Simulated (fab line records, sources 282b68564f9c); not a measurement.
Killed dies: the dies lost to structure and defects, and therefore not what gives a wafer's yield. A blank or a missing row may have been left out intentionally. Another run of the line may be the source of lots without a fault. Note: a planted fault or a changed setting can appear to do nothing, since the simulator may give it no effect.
A struck lot beside a sound one :: flow rit cmos :: 39 out of 202 route steps
Sound: wafers L309.1, L309.3, L309.6. The struck wafers were L308.4, L308.5, L308.6. At the end, the cause is stated.
For every step that has rows: the tool of each side, followed by ch and its chambers, followed by its first start. Under that, the readings that differ: sound wafers :: struck wafers :: difference of the means :: sigmas: that difference in standard deviations of wafers without a fault.
alike: readings with means less than 2 such deviations apart, plus words and numbers identical on both sides. not compared: withheld readings, readings lacking a value on some wafer, bounds such as >300 that could conceal the same value, and numbers that have no deviation in the record and whose values overlap.
The two part at a step that has a row with sigmas, a row that says differs or no value, or rows on one side only. Numbers that have no deviation but don't overlap get no sigmas and don't part them. A reading that every wafer of one side lacks parts them only if that side has two wafers or more.

first, 3 steps without rows for these wafers: RIT_GATE_EXPOSE_13 (exposes mask M6, target cd 150 nm); RIT_GATE_PEB_14; RIT_GATE_DEVELOP_15 (develop time 51.16 s).
RIT_GATE_CD_MEAS_16: target cd 150 nm.
  sound on cd sem-02, day 7 02:29; struck on cd sem-02, day 6 21:09
  alike: cd nm
RIT_GATE_OVL_MEAS_17:
  sound on overlay-02, day 7 02:37; struck on overlay-01, day 6 21:14
  alike: GATE_OVL
then, 1 step without rows for these wafers: RIT_GATE_HARDBAKE_18 (time 60 s).
RIT_GATE_ETCH_19: etches poly-Si in SF6/CHF3/O2, stops on SiO2, time 165 s, target depth 312.5 nm.
  sound on rie si-02 ch 0,1,3, day 7 02:47; struck on rie si-01 ch 1,2, day 6 21:33
reading: oes product au (a.u.)
sound: 0.871 0.869 0.876
struck: 0.827 0.827 0.851
difference: -0.037
sigmas: -3
  alike: O2_flow_sccm, drypump motor current A, rf fwd power W, throttle valve pct
  not compared: rf hours counter h
RIT_GATE_STRIP_20: strips in O2, time 180 s.
  sound on plasma asher-02 ch 0,1, day 7 02:54; struck on plasma asher-01 ch 0,1, day 6 21:43
  alike: drypump motor current A
  not compared: rf hours counter h
RIT_GATE_CD_MEAS_90: target cd 150 nm.
  sound on cd sem-01, day 7 03:05; struck on cd sem-02, day 6 21:54
  alike: cd nm
then, 3 steps without rows for these wafers: RIT_REOX_CLEAN_00 (cleans in SC1, time 600 s); RIT_REOX_CLEAN_01 (cleans in dHF, time 30 s); RIT_REOX_CLEAN_02 (cleans in SC2, time 600 s).
RIT_REOX_OXIDATION_03: target thk 25.2 nm, ox time 5580 s.
  sound on furnace-01 ch 0, day 7 03:35; struck on furnace-03 ch 0, day 6 22:19
reading: spike tc centre C (C)
sound: 905.5 904.5 902.3
struck: 910.3 911.4 911.9
difference: +7.1
sigmas: +5

reading: spike tc load C (C)
sound: 923.4 922.6 921.8
struck: 936.4 936.9 935.0
difference: +13.5
sigmas: +5

reading: spike tc source C (C)
sound: 919.9 922.6 920.4
struck: 927.2 928.5 929.9
difference: +7.6
sigmas: +3

reading: model.SiO2_of_REOX_OXIDATION_03.thk nm (nm)
sound: 24.55 24.62 24.87
struck: 27.5 27.94 27.5
difference: +3.0
sigmas: 
RIT_REOX_THK_MEAS_04:
  sound on film metro-03, day 7 06:08; struck on film metro-04, day 7 00:54
reading: REOX_OXIDE_THK (nm)
sound: 24.6 24.6 24.9
struck: 27.5 28.0 27.5
difference: +3.0
sigmas: +6
then, 6 steps without rows for these wafers: RIT_NLDD_HMDS_00 (prime time 60 s); RIT_NLDD_COAT_01 (resist thk 1000 nm); RIT_NLDD_SOFTBAKE_02 (time 60 s); RIT_NLDD_EXPOSE_03 (exposes mask M7, target cd 40700 nm); RIT_NLDD_PEB_04; RIT_NLDD_DEVELOP_05 (develop time 47.73 s).
RIT_NLDD_OVL_MEAS_06:
  sound on overlay-01, day 7 07:02; struck on overlay-02, day 7 01:56
  alike: NLDD_OVL
then, 2 steps without rows for these wafers: RIT_NLDD_HARDBAKE_07 (time 60 s); RIT_NLDD_IMPLANT_08.
RIT_NLDD_STRIP_09: strips in O2, time 180 s.
  sound on plasma asher-04 ch 0,1, day 7 07:23; struck on plasma asher-01 ch 0,1, day 7 02:18
  alike: drypump motor current A
  not compared: rf hours counter h
RIT_NLDD_TW_MEAS_10:
  sound on film metro-01, day 7 07:33; struck on film metro-02, day 7 02:27
reading: NLDD_TW
sound: 2523 2524 2517
struck: 2463 2468 2476
difference: -52
sigmas: -3
then, 6 steps without rows for these wafers: RIT_PLDD_HMDS_00 (prime time 60 s); RIT_PLDD_COAT_01 (resist thk 1000 nm); RIT_PLDD_SOFTBAKE_02 (time 60 s); RIT_PLDD_EXPOSE_03 (exposes mask M8, target cd 40900 nm); RIT_PLDD_PEB_04; RIT_PLDD_DEVELOP_05 (develop time 50 s).
RIT_PLDD_OVL_MEAS_06:
  sound on overlay-02, day 7 08:39; struck on overlay-01, day 7 03:25
  alike: PLDD_OVL
then, 2 steps without rows for these wafers: RIT_PLDD_HARDBAKE_07 (time 60 s); RIT_PLDD_IMPLANT_08.
RIT_PLDD_STRIP_09: strips in O2, time 180 s.
  sound on plasma asher-03 ch 0, day 7 08:59; struck on plasma asher-03 ch 0,1, day 7 03:47
  alike: drypump motor current A
  not compared: rf hours counter h
RIT_PLDD_TW_MEAS_10:
  sound on film metro-01, day 7 09:10; struck on film metro-01, day 7 03:56
  alike: PLDD_TW
RIT_SPACER_CLEAN_00: cleans in SC1, time 600 s.
  sound on wet bench-04 ch 1, day 7 09:13; struck on wet bench-01 ch 0, day 7 03:58
reading: bath guard temp C (C)
sound: 76.1 75.4 75.9
struck: 74.8 75.0 74.6
difference: -1.0
sigmas: -2

reading: model.SiO2_of_REOX_OXIDATION_03.thk nm (nm)
sound: 22.62 22.68 22.91
struck: 25.36 25.77 25.35
difference: +2.76
sigmas: 
then, 1 step without rows for these wafers: RIT_SPACER_CLEAN_01 (cleans in dHF, time 30 s).
RIT_M1_PROBE_99:
  sound on prober-02, day 7 22:32; struck on prober-01, day 7 17:34
reading: killed_at_M0_to_M3
sound: 0 0 0
struck: 0 1 0
difference: +0
sigmas: +2

reading: model.etest.pmos turned.r on ohm um
sound: 3242 3273 3382
struck: 3904 4076 3982
difference: +688
sigmas: 

reading: model.etest.pmos_0p3.r on ohm um
sound: 6054 6178 6187
struck: 6556 6615 6597
difference: +450
sigmas: 

reading: model.etest.pmos_0p15.r on ohm um
sound: 2615 2658 2728
struck: 2931 3062 3004
difference: +332
sigmas: 

reading: model.etest.pldd.rs ohm sq
sound: 463.3 469.6 482.7
struck: 706.5 738.9 700.9
difference: +243.6
sigmas: 

reading: model.etest.nmos_0p3.r on ohm um
sound: 2094 2108 2124
struck: 2184 2199 2212
difference: +90
sigmas: 

reading: model.etest.nmos_0p15.r on ohm um
sound: 1059 1090 1104
struck: 1126 1157 1161
difference: +64
sigmas: 

reading: model.etest.nmos turned.drive ua um
sound: 348.4 346.2 333.2
struck: 267.8 260.4 267.4
difference: -77.4
sigmas: 

reading: model.etest.nldd.rs ohm sq
sound: 352.7 355.4 362.6
struck: 434.9 442.2 430.4
difference: +78.9
sigmas: 
  alike: killed at contacts, killed at front end, killed dies, killed open, killed short

## WHERE THEY PART
Earliest at RIT_GATE_ETCH_19; latest, in this record, at RIT_M1_PROBE_99.

WHY: the cause the simulator had injected
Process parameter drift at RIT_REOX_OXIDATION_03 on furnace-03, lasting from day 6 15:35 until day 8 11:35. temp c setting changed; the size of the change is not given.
